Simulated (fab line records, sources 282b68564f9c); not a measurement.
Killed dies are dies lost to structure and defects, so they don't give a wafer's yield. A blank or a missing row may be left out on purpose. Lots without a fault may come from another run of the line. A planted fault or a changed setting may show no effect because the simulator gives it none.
fab line records | flow rit_cmos
record lots=15 wafers=45 last_day=7
route steps=202 shown PSD@150 M1@202
lots that met no fault: from a run of the same line without faults
start_h: hours from the record's first day to the start of the lot's first wafer shown | wait_h: hours since the lot's step before | " the same as in the row above | L1.1+2: a row that stands for several wafers | - no value, or no start given | * or withheld: withheld | < > ~ a bound
route shown NAME@n: a module of which the file shows steps, and the number in the route of the first | usual: mean/standard deviation of fault-free wafers | same: alike in all rows | chamber/n: place in a boat | sites: the reading at each site | _std_site: their standard deviation | _edge_site: outer sites' mean less inner sites' | radius_mm: how far each site lies from the wafer's centre | mask NAME#n: copy n | behind: the tool/chamber that last shaped the wafer | hold: why the lot was held/for how many hours/how that ended | device: the transistor (n, p or np) that didn't switch | end of line: the same wafers' tests at the end of the route | a step without rows: its recipe alone | killed: dies lost to structure and defects at the first sort, not the wafer's yield | map: a wafer's dies, x killed, . not, _ none there
set.NAME: the setting as run; set.NAME@STEP: as run at that earlier step | model.NAME: the simulator's own value behind a step, which no gauge read
steps of the route over a sample of lots; a table a step, a row a wafer
services: from which hour (start_h, from the record's first day; less than 0 if before it) a tool's chamber was out of use, for how many hours, and why
## steps
# step RIT_PSD_IMPLANT_08
# recipe species=BF2 energy_kev=27 dose_cm2=5e+15 tilt_deg=7
# usual beam_on_s=13.3/0.42 dose_ions_cm2=4.999e+15/5.5e+12 end_station_pressure_torr=1.37e-05/7.9e-07
# columns lot.wafer tool chamber start_h wait_h beam_on_s dose_ions_cm2 end_station_pressure_torr
L774.2 implanter-02 0 54.07 0.1 13.5 4.989e+15 1.23e-05
L774.4 " 0 " " 13.8 4.99e+15 1.27e-05
L774.6 " 0 " " 13.3 5.006e+15 1.43e-05
L775.1 implanter-02 0 57.80 0.1 13.5 4.996e+15 1.53e-05
L775.3 " 0 " " 13.9 5.002e+15 1.33e-05
L775.4 " 0 " " 14.1 5.011e+15 1.24e-05
L777.3 implanter-02 0 66.77 0.1 13.1 4.994e+15 1.25e-05
L777.4 " 0 " " 13.6 4.997e+15 1.37e-05
L777.5 " 0 " " 13.2 5.001e+15 1.37e-05
L778.2 implanter-04 0 71.71 0.1 13.2 4.988e+15 1.38e-05
L778.3 " 0 " " 13.7 4.989e+15 1.31e-05
L778.5 " 0 " " 13.7 4.995e+15 1.38e-05
L779.3 implanter-04 0 76.60 0.1 13.1 4.996e+15 1.42e-05
L779.5 " 0 " " 13.4 5.002e+15 1.51e-05
L779.6 " 0 " " 13.7 5e+15 1.42e-05
L780.2 implanter-02 0 80.35 0.1 13.5 5.004e+15 1.38e-05
L780.4 " 0 " " 13.5 5.007e+15 1.36e-05
L780.6 " 0 " " 13.8 5.019e+15 1.38e-05
L781.1 implanter-03 0 85.02 0.1 12.3 4.999e+15 1.37e-05
L781.2 " 0 " " 12.2 4.997e+15 1.42e-05
L781.3 " 0 " " 13.0 4.99e+15 1.63e-05
L784.1 implanter-03 0 103.23 0.1 12.9 4.996e+15 1.32e-05
L784.2 " 0 " " 12.7 5.005e+15 1.34e-05
L784.6 " 0 " " 13.1 5e+15 1.54e-05
L785.1 implanter-04 0 107.60 0.1 13.6 5e+15 1.41e-05
L785.4 " 0 " " 13.5 5.005e+15 1.35e-05
L785.5 " 0 " " 13.6 5.002e+15 1.3e-05
L786.1 implanter-04 0 111.23 0.1 25.3 9.497e+15 1.15e-05
L786.2 " 0 " " 25.4 9.505e+15 1.17e-05
L786.5 " 0 " " 25.8 9.505e+15 1.21e-05
L787.1 implanter-04 0 114.69 0.1 25.4 9.496e+15 1.16e-05
L787.4 " 0 " " 25.3 9.493e+15 1.22e-05
L787.6 " 0 " " 25.1 9.506e+15 1.15e-05
L788.1 implanter-04 0 127.55 0.1 25.6 9.498e+15 1.04e-05
L788.3 " 0 " " 25.2 9.49e+15 1.21e-05
L788.4 " 0 " " 25.5 9.499e+15 1.22e-05
L789.2 implanter-02 0 134.40 0.1 14.0 5e+15 1.31e-05
L789.3 " 0 " " 14.0 4.999e+15 1.34e-05
L789.4 " 0 " " 13.6 4.999e+15 1.35e-05
L794.1 implanter-03 0 158.15 0.1 13.3 5.007e+15 1.4e-05
L794.4 " 0 " " 12.8 5.007e+15 1.45e-05
L794.5 " 0 " " 12.5 4.999e+15 1.4e-05
L795.2 implanter-03 0 162.28 0.1 13.1 5.012e+15 1.39e-05
L795.3 " 0 " " 12.8 5.002e+15 1.27e-05
L795.4 " 0 " " 12.8 5e+15 1.42e-05
# step RIT_PSD_TW_MEAS_10
# usual PSD_TW=3413/31
# columns lot.wafer tool chamber start_h wait_h hold PSD_TW
L774.2 film_metro-02 - 54.38 0.1 - 3390
L774.4 " - " " - 3411
L774.6 " - " " - 3401
L775.1 film_metro-04 - 58.12 0.1 - 3437
L775.3 " - " " - 3448
L775.4 " - " " - 3420
L777.3 film_metro-01 - 67.07 0.1 - 3374
L777.4 " - " " - 3365
L777.5 " - " " - 3355
L778.2 film_metro-04 - 72.02 0.1 - 3457
L778.3 " - " " - 3450
L778.5 " - " " - 3442
L779.3 film_metro-02 - 76.90 0.1 - 3412
L779.5 " - " " - 3408
L779.6 " - " " - 3399
L780.2 film_metro-02 - 80.66 0.1 - 3403
L780.4 " - " " - 3387
L780.6 " - " " - 3414
L781.1 film_metro-04 - 85.34 0.1 - 3455
L781.2 " - " " - 3444
L781.3 " - " " - 3458
L784.1 film_metro-01 - 103.56 0.1 - 3359
L784.2 " - " " - 3375
L784.6 " - " " - 3376
L785.1 film_metro-01 - 107.92 0.1 - 3375
L785.4 " - " " - 3374
L785.5 " - " " - 3368
L786.1 film_metro-04 - 111.56 0.1 await_dispo/0.2h/release 3593
L786.2 " - " " await_dispo/0.2h/release 3598
L786.5 " - " " await_dispo/0.2h/release 3611
L786.1 film_metro-04 - 111.78 0.2 - 3592
L786.2 " - " " - 3614
L786.5 " - " " - 3591
L787.1 film_metro-02 - 115.02 0.1 await_dispo/0.2h/release 3570
L787.4 " - " " await_dispo/0.2h/release 3554
L787.6 " - " " await_dispo/0.2h/release 3555
L787.1 film_metro-02 - 115.24 0.2 - 3542
L787.4 " - " " - 3542
L787.6 " - " " - 3563
L788.1 film_metro-01 - 128.02 0.1 - 3499
L788.3 " - " " - 3506
L788.4 " - " " - 3499
L789.2 film_metro-04 - 134.71 0.1 - 3447
L789.3 " - " " - 3450
L789.4 " - " " - 3434
L794.1 film_metro-01 - 158.48 0.1 - 3416
L794.4 " - " " - 3401
L794.5 " - " " - 3406
L795.2 film_metro-04 - 162.59 0.1 - 3465
L795.3 " - " " - 3454
L795.4 " - " " - 3450
# step RIT_SDANNEAL_RS_MEAS_04
# recipe thk_meas_gauge=four-point-probe
# usual PSD_RS=115.90/0.28
# columns lot.wafer tool chamber start_h wait_h hold PSD_RS[ohm/sq]
L774.2 film_metro-04 - 54.87 0.1 - 115.88
L774.4 " - " " - 116.15
L774.6 " - " " - 115.81
L775.1 film_metro-02 - 58.96 0.0 - 115.70
L775.3 " - " " - 115.40
L775.4 " - " " - 115.65
L777.3 film_metro-02 - 67.57 0.1 - 115.88
L777.4 " - " " - 115.43
L777.5 " - " " - 115.49
L778.2 film_metro-02 - 72.51 0.1 - 115.62
L778.3 " - " " - 115.53
L778.5 " - " " - 115.57
L779.3 film_metro-01 - 77.40 0.1 - 115.52
L779.5 " - " " - 115.80
L779.6 " - " " - 115.95
L780.2 film_metro-04 - 81.15 0.1 - 115.90
L780.4 " - " " - 116.70
L780.6 " - " " - 116.02
L781.1 film_metro-01 - 85.85 0.0 - 116.36
L781.2 " - " " - 116.18
L781.3 " - " " - 116.18
L784.1 film_metro-04 - 104.04 0.0 - 115.81
L784.2 " - " " - 115.94
L784.6 " - " " - 115.59
L785.1 film_metro-02 - 108.41 0.0 - 115.55
L785.4 " - " " - 115.77
L785.5 " - " " - 115.51
L786.1 film_metro-01 - 113.53 0.0 await_dispo/0.2h/release 107.64
L786.2 " - " " await_dispo/0.2h/release 107.71
L786.5 " - " " await_dispo/0.2h/release 107.89
L786.1 film_metro-01 - 113.81 0.3 - 107.83
L786.2 " - " " - 107.41
L786.5 " - " " - 107.84
L787.1 film_metro-04 - 118.60 0.0 await_dispo/0.2h/release 107.99
L787.4 " - " " await_dispo/0.2h/release 107.97
L787.6 " - " " await_dispo/0.2h/release 107.98
L787.1 film_metro-04 - 118.89 0.3 - 108.07
L787.4 " - " " - 107.98
L787.6 " - " " - 107.92
L788.1 film_metro-02 - 128.51 0.0 await_dispo/0.2h/release 108.60
L788.3 " - " " await_dispo/0.2h/release 108.20
L788.4 " - " " await_dispo/0.2h/release 108.40
L788.1 film_metro-02 - 128.87 0.3 - 108.60
L788.3 " - " " - 108.18
L788.4 " - " " - 108.29
L789.2 film_metro-02 - 135.20 0.1 - 116.07
L789.3 " - " " - 115.69
L789.4 " - " " - 116.05
L794.1 film_metro-04 - 159.00 0.0 - 116.11
L794.4 " - " " - 116.37
L794.5 " - " " - 116.29
L795.2 film_metro-04 - 163.12 0.1 - 116.25
L795.3 " - " " - 115.57
L795.4 " - " " - 115.57
# step RIT_M1_PROBE_99
# usual killed_at_M0_to_M3=0.0/0.12 killed_at_contacts=0.0/0.2 killed_at_front_end=6.6/2.8 killed_dies=6.6/2.8 killed_open=3.3/1.9 killed_short=3.2/1.8
# same gross_dies=264 killed_at_M4_up=0 killed_at_back_side=0 killed_at_other=0
# columns lot.wafer tool chamber start_h wait_h killed_at_M0_to_M3 killed_at_contacts killed_at_front_end killed_dies killed_open killed_short
L786.1 prober-02 - 124.35 0.1 0 0 10 10 5 5
L786.2 prober-02 - 124.40 0.1 0 0 7 7 3 4
L786.5 prober-02 - 124.55 0.2 0 0 5 5 3 2
L787.1 prober-01 - 129.49 0.1 0 0 6 6 4 2
L787.4 prober-01 - 129.64 0.2 0 0 7 7 4 3
L787.6 prober-01 - 129.74 0.2 0 0 10 10 4 6
L788.1 prober-02 - 139.89 0.1 0 0 7 7 3 4
L788.3 prober-02 - 139.99 0.2 0 0 12 12 7 4
L788.4 prober-02 - 140.04 0.2 0 0 5 5 2 3
# killed by level:class
L786.1 GATE:geometric_particle:open=4 SPACER:geometric_particle:short=3 FOX1:geometric_particle:short=1 FOX2:geometric_particle:open=1 GATE:geometric_particle:short=1
L786.2 GATE:geometric_particle:short=3 FOX1:geometric_particle:open=1 FOX2:geometric_particle:short=1 FOX2:geometric_particle:open=1 SILICIDE:geometric_particle:open=1
L786.5 FOX2:geometric_particle:open=1 FOX2:geometric_particle:short=1 GATE:geometric_particle:open=1 SPACER:geometric_particle:short=1 SILICIDE:geometric_particle:open=1
L787.1 GATE:geometric_particle:open=2 GATE:geometric_particle:short=1 REOX:geometric_particle:open=1 SPACER:geometric_particle:open=1 SILICIDE:geometric_particle:short=1
L787.4 GATE:geometric_particle:open=3 GATE:geometric_particle:short=2 REOX:geometric_particle:open=1 REOX:geometric_particle:short=1
L787.6 GATE:geometric_particle:short=3 REOX:geometric_particle:open=2 GATE:geometric_particle:open=1 REOX:geometric_particle:short=1 SPACER:geometric_particle:short=1 SPACER:geometric_particle:open=1 SILICIDE:geometric_particle:short=1
L788.1 REOX:geometric_particle:open=2 FOX1:geometric_particle:open=1 FOX2:geometric_particle:short=1 GATE:geometric_particle:short=1 REOX:geometric_particle:short=1 SPACER:geometric_particle:short=1
L788.3 GATE:geometric_particle:open=3 SPACER:geometric_particle:open=2 FOX1:geometric_particle:short=1 FOX2:geometric_particle:open=1 GATE:geometric_particle:short=1 REOX:geometric_particle:open=1 SPACER:geometric_particle:short=1 SILICIDE:geometric_particle:short=1
L788.4 GATE:geometric_particle:short=2 GATE:geometric_particle:open=1 SILICIDE:geometric_particle:open=1 SILICIDE:geometric_particle:short=1
## services
# columns tool chamber start_h hours kind
implanter-04 - 40.73 2.8 repair
implanter-02 - 106.58 0.5 repair
implanter-03 - 111.90 3.0 pm
implanter-03 - 115.48 6.8 pm
implanter-04 - 134.25 1.2 repair
## key
first_sign step=RIT_PSD_IMPLANT_08 reading=dose_ions_cm2 direction=up sigmas=99+ usual=4.999e+15 struck=9.499e+15
effect step=RIT_PSD_IMPLANT_08 reading=beam_on_s direction=up sigmas=29 usual=13.3 struck=25.4
effect step=RIT_PSD_TW_MEAS_10 reading=visit direction=added
effect step=RIT_SDANNEAL_RS_MEAS_04 reading=visit direction=added
effect step=RIT_SDANNEAL_RS_MEAS_04 reading=PSD_RS direction=down sigmas=28 usual=115.90 struck=108.04
met_at RIT_PSD_IMPLANT_08
struck_lots L786,L787,L788
tester_left_out L786,L787,L788
onset_between 107.60 111.23
fault kind=process_parameter_drift tool=implanter-04 chamber=- onset_h=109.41 steps=RIT_PSD_IMPLANT_08 channel=dose_cm2 offset=4.5e+15 shape=step end_h=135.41 acts_in=these_recipes_only stated=5e+15
# tester_left_out: of these lots the tester's yield and bins aren't shown, on N5 and GAA mostly nor the transistor test; their killed dies are dies lost to structure and defects alone, not to doping, threshold or leakage, so they don't give the yield
